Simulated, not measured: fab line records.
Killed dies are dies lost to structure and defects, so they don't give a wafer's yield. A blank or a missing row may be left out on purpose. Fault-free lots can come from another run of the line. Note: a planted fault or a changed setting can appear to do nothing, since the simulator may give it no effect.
fab line records + flow rit-cmos
[record]
- lots = 13
- wafers = 39
- last-day = 8
route steps=202 shown FOX1@21 CONTACT@168 M1@196
lots untouched by any fault: they come from a run of this same line in which no faults occurred
start-h: hours from the record's opening day to when the first of the lot's shown wafers began + wait-h: hours elapsed since this lot's preceding step + " same as the row above + L1.1+2: one row covering several wafers at once + - no value present, or no start provided + * or withheld: withheld + < > ~ a bound
route shown NAME@n: names a module that has steps shown in the file, with the first one's number in the route + usual: average and standard deviation across the fault-free wafers + same: alike in all rows + chamber/n: place in a boat + sites: the reading at each site + _std_site: how widely they spread, as a standard deviation + _edge_site: mean of outer sites minus mean of inner sites + radius-mm: how far each site lies from the wafer's centre + mask NAME#n: copy n + behind: the tool/chamber that last shaped the wafer + hold: what put the lot on hold/how long, in hours/how the hold closed + device: the transistor (n, p or np) that didn't switch + end of line: tests run on the same wafers once the route is complete + for a step that has no rows: nothing shown but its recipe + killed: count of dies lost to structure and defects at first sort (not the wafer's yield) + map: a wafer's dies, x killed, . not, _ none there
set.NAME: the run value of the setting; set.NAME@STEP: its run value at that earlier step + model.NAME: the simulator's own value behind a step, which no gauge read
a sample of lots followed through the steps of the route, with each step as a table and each wafer as a row
services: from which hour (start-h, from the record's first day; less than 0 if before it) a tool's chamber was out of use, for how many hours, and why
[[steps]]
[step RIT_FOX1_THK_MEAS_01]
[recipe]
- reads = SiO2_of_FOX1_OXIDATION_00
[usual]
- FOX1_OXIDE_THK = 346/6.1
| lot.wafer | tool          | chamber | start-h | wait-h | FOX1_OXIDE_THK[nm] |
|-----------|---------------|---------|---------|--------|--------------------|
| L804.1    | film-metro-02 | -       | 23.49   | 0.0    | 345                |
| L804.4    | "             | -       | "       | "      | 345                |
| L804.6    | "             | -       | "       | "      | 341                |
| L805.1    | film-metro-03 | -       | 27.44   | 0.0    | 344                |
| L805.5    | "             | -       | "       | "      | 351                |
| L805.6    | "             | -       | "       | "      | 353                |
| L807.1    | film-metro-04 | -       | 38.78   | 0.0    | 350                |
| L807.3    | "             | -       | "       | "      | 347                |
| L807.5    | "             | -       | "       | "      | 351                |
| L808.1    | film-metro-04 | -       | 44.02   | 0.0    | 353                |
| L808.2    | "             | -       | "       | "      | 356                |
| L808.4    | "             | -       | "       | "      | 353                |
| L809.2    | film-metro-04 | -       | 52.90   | 0.0    | 344                |
| L809.3    | "             | -       | "       | "      | 346                |
| L809.5    | "             | -       | "       | "      | 346                |
| L810.1    | film-metro-03 | -       | 59.64   | 0.0    | 350                |
| L810.3    | "             | -       | "       | "      | 351                |
| L810.4    | "             | -       | "       | "      | 351                |
| L811.1    | film-metro-03 | -       | 61.51   | 0.0    | 359                |
| L811.2    | "             | -       | "       | "      | 357                |
| L811.4    | "             | -       | "       | "      | 354                |
| L813.4    | film-metro-04 | -       | 68.40   | 0.0    | 350                |
| L813.5    | "             | -       | "       | "      | 349                |
| L813.6    | "             | -       | "       | "      | 340                |
| L817.3    | film-metro-04 | -       | 88.46   | 0.0    | 339                |
| L817.4    | "             | -       | "       | "      | 347                |
| L817.5    | "             | -       | "       | "      | 341                |
| L822.1    | film-metro-02 | -       | 114.63  | 0.0    | 339                |
| L822.4    | "             | -       | "       | "      | 342                |
| L822.6    | "             | -       | "       | "      | 342                |
| L824.1    | film-metro-03 | -       | 123.79  | 0.0    | 344                |
| L824.3    | "             | -       | "       | "      | 339                |
| L824.5    | "             | -       | "       | "      | 342                |
| L825.3    | film-metro-03 | -       | 128.04  | 0.0    | 335                |
| L825.4    | "             | -       | "       | "      | 335                |
| L825.5    | "             | -       | "       | "      | 336                |
| L826.2    | film-metro-04 | -       | 133.74  | 0.0    | 351                |
| L826.5    | "             | -       | "       | "      | 343                |
| L826.6    | "             | -       | "       | "      | 352                |
[step RIT_CONTACT_CVD_00]
[recipe]
- material = SiO2
- target-thk-nm = 400
- precursor = TEOS
- temp-c = 390
- time-s = 61
- rf-w = 400
[usual]
- heater-power-w = 310/52
| lot.wafer | tool     | chamber | start-h | wait-h | heater-power-w |
|-----------|----------|---------|---------|--------|----------------|
| L804.1    | pecvd-04 | 0       | 59.71   | 0.1    | 273            |
| L804.4    | "        | 2       | "       | "      | 316            |
| L804.6    | "        | 0       | "       | "      | 284            |
| L805.1    | pecvd-01 | 1       | 72.30   | 0.1    | 242            |
| L805.5    | "        | 2       | "       | "      | 437            |
| L805.6    | "        | 1       | "       | "      | 246            |
| L807.1    | pecvd-04 | 0       | 82.51   | 0.1    | 250            |
| L807.3    | "        | 2       | "       | "      | 325            |
| L807.5    | "        | 1       | "       | "      | 315            |
| L808.1    | pecvd-01 | 2       | 88.53   | 0.1    | 427            |
| L808.2    | "        | 0       | "       | "      | 294            |
| L808.4    | "        | 1       | "       | "      | 227            |
| L809.2    | pecvd-03 | 0       | 95.51   | 0.0    | 306            |
| L809.3    | "        | 1       | "       | "      | 351            |
| L809.5    | "        | 1       | "       | "      | 264            |
| L811.1    | pecvd-04 | 0       | 97.32   | 0.1    | 276            |
| L811.2    | "        | 1       | "       | "      | 374            |
| L811.4    | "        | 1       | "       | "      | 272            |
| L810.1    | pecvd-01 | 2       | 97.85   | 0.1    | 404            |
| L810.3    | "        | 0       | "       | "      | 276            |
| L810.4    | "        | 2       | "       | "      | 411            |
| L813.4    | pecvd-04 | 2       | 106.77  | 0.0    | 339            |
| L813.5    | "        | 1       | "       | "      | 369            |
| L813.6    | "        | 0       | "       | "      | 251            |
| L817.3    | pecvd-01 | 0       | 123.39  | 0.0    | 278            |
| L817.4    | "        | 2       | "       | "      | 401            |
| L817.5    | "        | 0       | "       | "      | 286            |
| L822.1    | pecvd-04 | 1       | 156.32  | 0.1    | 355            |
| L822.4    | "        | 2       | "       | "      | 309            |
| L822.6    | "        | 0       | "       | "      | 267            |
| L824.1    | pecvd-03 | 2       | 159.74  | 0.1    | 319            |
| L824.3    | "        | 0       | "       | "      | 359            |
| L824.5    | "        | 2       | "       | "      | 322            |
| L825.3    | pecvd-04 | 0       | 170.01  | 0.0    | 272            |
| L825.4    | "        | 1       | "       | "      | 368            |
| L825.5    | "        | 0       | "       | "      | 276            |
| L826.2    | pecvd-03 | 1       | 175.01  | 0.0    | 332            |
| L826.5    | "        | 0       | "       | "      | 341            |
| L826.6    | "        | 1       | "       | "      | 334            |
[step RIT_CONTACT_THK_MEAS_01]
[recipe]
- reads = SiO2_of_CONTACT_CVD_00
[usual]
- CONTACT_TEOS_THK = 400/5.2
| lot.wafer | tool          | chamber | start-h | wait-h | CONTACT_TEOS_THK[nm] |
|-----------|---------------|---------|---------|--------|----------------------|
| L804.1    | film-metro-02 | -       | 59.76   | 0.0    | 391                  |
| L804.4    | "             | -       | "       | "      | 400                  |
| L804.6    | "             | -       | "       | "      | 397                  |
| L805.1    | film-metro-01 | -       | 72.35   | 0.0    | 396                  |
| L805.5    | "             | -       | "       | "      | 398                  |
| L805.6    | "             | -       | "       | "      | 399                  |
| L807.1    | film-metro-01 | -       | 82.56   | 0.0    | 394                  |
| L807.3    | "             | -       | "       | "      | 401                  |
| L807.5    | "             | -       | "       | "      | 402                  |
| L808.1    | film-metro-02 | -       | 88.58   | 0.0    | 394                  |
| L808.2    | "             | -       | "       | "      | 402                  |
| L808.4    | "             | -       | "       | "      | 400                  |
| L809.2    | film-metro-02 | -       | 95.57   | 0.0    | 398                  |
| L809.3    | "             | -       | "       | "      | 403                  |
| L809.5    | "             | -       | "       | "      | 408                  |
| L811.1    | film-metro-01 | -       | 97.37   | 0.0    | 395                  |
| L811.2    | "             | -       | "       | "      | 394                  |
| L811.4    | "             | -       | "       | "      | 401                  |
| L810.1    | film-metro-01 | -       | 97.90   | 0.0    | 392                  |
| L810.3    | "             | -       | "       | "      | 401                  |
| L810.4    | "             | -       | "       | "      | 402                  |
| L813.4    | film-metro-03 | -       | 106.83  | 0.0    | 402                  |
| L813.5    | "             | -       | "       | "      | 400                  |
| L813.6    | "             | -       | "       | "      | 400                  |
| L817.3    | film-metro-03 | -       | 123.46  | 0.0    | 405                  |
| L817.4    | "             | -       | "       | "      | 319                  |
| L817.5    | "             | -       | "       | "      | 411                  |
| L822.1    | film-metro-03 | -       | 156.38  | 0.0    | 394                  |
| L822.4    | "             | -       | "       | "      | 401                  |
| L822.6    | "             | -       | "       | "      | 400                  |
| L824.1    | film-metro-03 | -       | 159.79  | 0.0    | 397                  |
| L824.3    | "             | -       | "       | "      | 400                  |
| L824.5    | "             | -       | "       | "      | 403                  |
| L825.3    | film-metro-03 | -       | 170.08  | 0.0    | 393                  |
| L825.4    | "             | -       | "       | "      | 403                  |
| L825.5    | "             | -       | "       | "      | 399                  |
| L826.2    | film-metro-02 | -       | 175.07  | 0.0    | 399                  |
| L826.5    | "             | -       | "       | "      | 401                  |
| L826.6    | "             | -       | "       | "      | 405                  |
[step RIT_M1_METAL_ETCH_12]
[recipe]
- stop-on = SiO2
- chemistry = Cl2/BCl3
- target = Al
- time-s = 165
- over-etch-frac = 0.5
- pressure-mtorr = 100
- target-depth-a = 6000
- rf-w = 250
- Cl2_flow_sccm = 60
- bcl3-flow-sccm = 50
[usual]
- drypump-motor-current-A = 5.68/0.2
- oes-product-au = 0.771/0.015
- throttle-valve-pct = 8.34/0.075
| lot.wafer | tool         | chamber | start-h | wait-h | drypump-motor-current-A | oes-product-au | rf-hours-counter-h | throttle-valve-pct |
|-----------|--------------|---------|---------|--------|-------------------------|----------------|--------------------|--------------------|
| L804.1    | rie-metal-01 | 1       | 63.73   | 0.2    | 5.41                    | 0.781          | 35                 | 8.33               |
| L804.4    | "            | 0       | "       | "      | 5.83                    | 0.778          | -                  | 8.47               |
| L804.6    | "            | 1       | "       | "      | 5.39                    | 0.783          | -                  | 8.34               |
| L805.1    | rie-metal-02 | 0       | 76.45   | 0.2    | 5.97                    | 0.772          | 2                  | 8.32               |
| L805.5    | "            | 1       | "       | "      | 5.49                    | 0.755          | -                  | 8.19               |
| L805.6    | "            | 0       | "       | "      | 5.96                    | 0.771          | -                  | 8.32               |
| L807.1    | rie-metal-01 | 0       | 86.74   | 0.2    | 5.85                    | 0.762          | 39                 | 8.46               |
| L807.3    | "            | 0       | "       | "      | 5.87                    | 0.752          | -                  | 8.47               |
| L807.5    | "            | 1       | "       | "      | 5.42                    | 0.771          | -                  | 8.34               |
| L808.1    | rie-metal-02 | 0       | 92.69   | 0.2    | 5.98                    | 0.780          | 2                  | 8.31               |
| L808.2    | "            | 1       | "       | "      | 5.50                    | 0.770          | 3                  | 8.19               |
| L808.4    | "            | 1       | "       | "      | 5.51                    | 0.752          | -                  | 8.21               |
| L809.2    | rie-metal-03 | 1       | 99.90   | 0.2    | 5.81                    | 0.755          | 4                  | 8.36               |
| L809.3    | "            | 1       | "       | "      | 5.82                    | 0.749          | -                  | 8.36               |
| L809.5    | "            | 1       | "       | "      | 5.81                    | 0.759          | -                  | 8.37               |
| L811.1    | rie-metal-01 | 1       | 101.78  | 0.2    | 5.45                    | 0.765          | 35                 | 8.33               |
| L811.2    | "            | 0       | "       | "      | 5.80                    | 0.763          | 39                 | 8.45               |
| L811.4    | "            | 1       | "       | "      | 5.39                    | 0.775          | -                  | 8.34               |
| L810.1    | rie-metal-02 | 1       | 102.22  | 0.2    | 5.50                    | 0.757          | 3                  | 8.20               |
| L810.3    | "            | 1       | "       | "      | 5.52                    | 0.760          | -                  | 8.19               |
| L810.4    | "            | 0       | "       | "      | 5.95                    | 0.785          | -                  | 8.30               |
| L813.4    | rie-metal-01 | 0       | 110.93  | 0.1    | 5.84                    | 0.755          | -                  | 8.48               |
| L813.5    | "            | 0       | "       | "      | 5.83                    | 0.751          | -                  | 8.46               |
| L813.6    | "            | 1       | "       | "      | 5.43                    | 0.763          | -                  | 8.35               |
| L817.3    | rie-metal-03 | 0       | 127.43  | 0.2    | 5.55                    | 0.799          | -                  | 8.34               |
| L817.4    | "            | 1       | "       | "      | 5.81                    | 0.755          | -                  | 8.37               |
| L817.5    | "            | 1       | "       | "      | 5.81                    | 0.762          | -                  | 8.37               |
| L822.1    | rie-metal-01 | 1       | 160.83  | 0.2    | 5.42                    | 0.797          | 0                  | 8.35               |
| L822.4    | "            | 1       | "       | "      | 5.37                    | 0.789          | -                  | 8.34               |
| L822.6    | "            | 1       | "       | "      | 5.40                    | 0.798          | -                  | 8.35               |
| L824.1    | rie-metal-01 | 0       | 163.88  | 0.2    | 5.88                    | 0.767          | 0                  | 8.46               |
| L824.3    | "            | 0       | "       | "      | 5.89                    | 0.771          | -                  | 8.46               |
| L824.5    | "            | 0       | "       | "      | 5.90                    | 0.761          | -                  | 8.46               |
| L825.3    | rie-metal-02 | 1       | 174.43  | 0.2    | 5.46                    | 0.770          | -                  | 8.20               |
| L825.4    | "            | 0       | "       | "      | 5.99                    | 0.790          | -                  | 8.31               |
| L825.5    | "            | 1       | "       | "      | 5.48                    | 0.765          | -                  | 8.20               |
| L826.2    | rie-metal-01 | 0       | 179.20  | 0.2    | 5.86                    | 0.783          | 0                  | 8.45               |
| L826.5    | "            | 0       | "       | "      | 5.90                    | 0.776          | -                  | 8.46               |
| L826.6    | "            | 1       | "       | "      | 5.43                    | 0.789          | -                  | 8.33               |
[step RIT_M1_PROBE_99]
[usual]
- killed-at-front-end = 6.8/3
- killed-dies = 6.9/3
- killed-open = 3.3/1.9
- killed-short = 3.6/1.9
[same]
- gross-dies = 264
- killed_at_M0_to_M3 = 0
- killed_at_M4_up = 0
- killed-at-back-side = 0
- killed-at-contacts = 0
- killed-at-other = 0
| lot.wafer | tool      | chamber | start-h | wait-h | killed-at-front-end | killed-dies | killed-open | killed-short |
|-----------|-----------|---------|---------|--------|---------------------|-------------|-------------|--------------|
| L810.1    | prober-02 | -       | 105.53  | 0.1    | 9                   | 9           | 4           | 5            |
| L810.3    | prober-02 | -       | 105.63  | 0.2    | 10                  | 10          | 6           | 4            |
| L810.4    | prober-02 | -       | 105.68  | 0.2    | 14                  | 14          | 7           | 7            |
| L824.1    | prober-01 | -       | 166.13  | 0.1    | 6                   | 6           | 1           | 5            |
| L824.3    | prober-01 | -       | 166.23  | 0.2    | 8                   | 8           | 4           | 4            |
| L824.5    | prober-01 | -       | 166.33  | 0.2    | 3                   | 3           | 2           | 1            |
| L825.3    | prober-02 | -       | 176.73  | 0.2    | 6                   | 6           | 5           | 1            |
| L825.4    | prober-02 | -       | 176.78  | 0.2    | 2                   | 2           | 1           | 1            |
| L825.5    | prober-02 | -       | 176.83  | 0.2    | 9                   | 9           | 5           | 4            |
// killed by level:class
L810.1 SPACER:geometric-particle:open=3 FOX1:geometric-particle:short=2 GATE:geometric-particle:short=2 FOX2:geometric-particle:open=1 SILICIDE:geometric-particle:short=1
L810.3 SPACER:geometric-particle:short=4 FOX1:geometric-particle:open=2 SPACER:geometric-particle:open=2 FOX2:geometric-particle:open=1 SILICIDE:geometric-particle:open=1
L810.4 FOX1:geometric-particle:open=3 FOX1:geometric-particle:short=2 SPACER:geometric-particle:open=2 SPACER:geometric-particle:short=2 SILICIDE:geometric-particle:short=2 FOX2:geometric-particle:short=1 GATE:geometric-particle:open=1 SILICIDE:geometric-particle:open=1
L824.1 FOX1:geometric-particle:short=3 GATE:geometric-particle:short=2 SILICIDE:geometric-particle:open=1
L824.3 GATE:geometric-particle:short=3 GATE:geometric-particle:open=2 REOX:geometric-particle:open=1 REOX:geometric-particle:short=1 SILICIDE:geometric-particle:open=1
L824.5 GATE:geometric-particle:short=1 REOX:geometric-particle:open=1 SPACER:geometric-particle:open=1
L825.3 REOX:geometric-particle:open=2 SPACER:geometric-particle:open=2 GATE:geometric-particle:open=1 SILICIDE:geometric-particle:short=1
L825.4 FOX1:geometric-particle:open=1 GATE:geometric-particle:short=1
L825.5 REOX:geometric-particle:open=2 FOX1:geometric-particle:open=1 FOX2:geometric-particle:short=1 GATE:geometric-particle:open=1 GATE:geometric-particle:short=1 REOX:geometric-particle:short=1 SPACER:geometric-particle:short=1 SILICIDE:geometric-particle:open=1
[[services]]
| tool         | chamber | start-h | hours | kind       |
|--------------|---------|---------|-------|------------|
| pecvd-03     | -       | 88.05   | 0.3   | repair     |
| rie-metal-01 | -       | 89.55   | 1.4   | pm         |
| rie-metal-02 | -       | 117.44  | 2.8   | pm         |
| pecvd-03     | 0       | 129.67  | 3.5   | repair     |
| rie-metal-01 | -       | 136.12  | 20.0  | pm         |
| rie-metal-01 | 0       | 136.12  | 20.0  | vent-cycle |
| rie-metal-01 | 1       | 136.12  | 20.0  | vent-cycle |
| pecvd-03     | -       | 139.66  | 1.5   | repair     |
| rie-metal-01 | 0       | 156.12  | -     | clean      |
| rie-metal-01 | 1       | 156.12  | -     | clean      |
| rie-metal-02 | -       | 160.84  | 4.3   | pm         |
[[key]]
[first-sign]
- step = RIT_CONTACT_THK_MEAS_01
- reading = CONTACT_TEOS_THK
- direction = down
- sigmas = 16
- usual = 400
- struck = 319
effect none on later readings
met-at RIT_CONTACT_CVD_00
struck-lots L817
struck-wafers L817.4
tester-left-out L817
not-acting-at RIT_FOX1_THK_MEAS_01,RIT_M1_METAL_ETCH_12
onset-between 97.85 123.39
[fault]
- kind = process-parameter-drift
- tool = pecvd-01
- chamber = 2
- onset-h = 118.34
- steps = RIT_CONTACT_CVD_00
- channel = target-thk-nm
- offset = -80
- shape = step
- end-h = 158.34
- stated = 400
// tester-left-out: of these lots the tester's yield and bins aren't shown, on N5 and GAA mostly nor the transistor test; their killed dies are dies lost to structure and defects alone, not to doping, threshold or leakage, so they don't give the yield
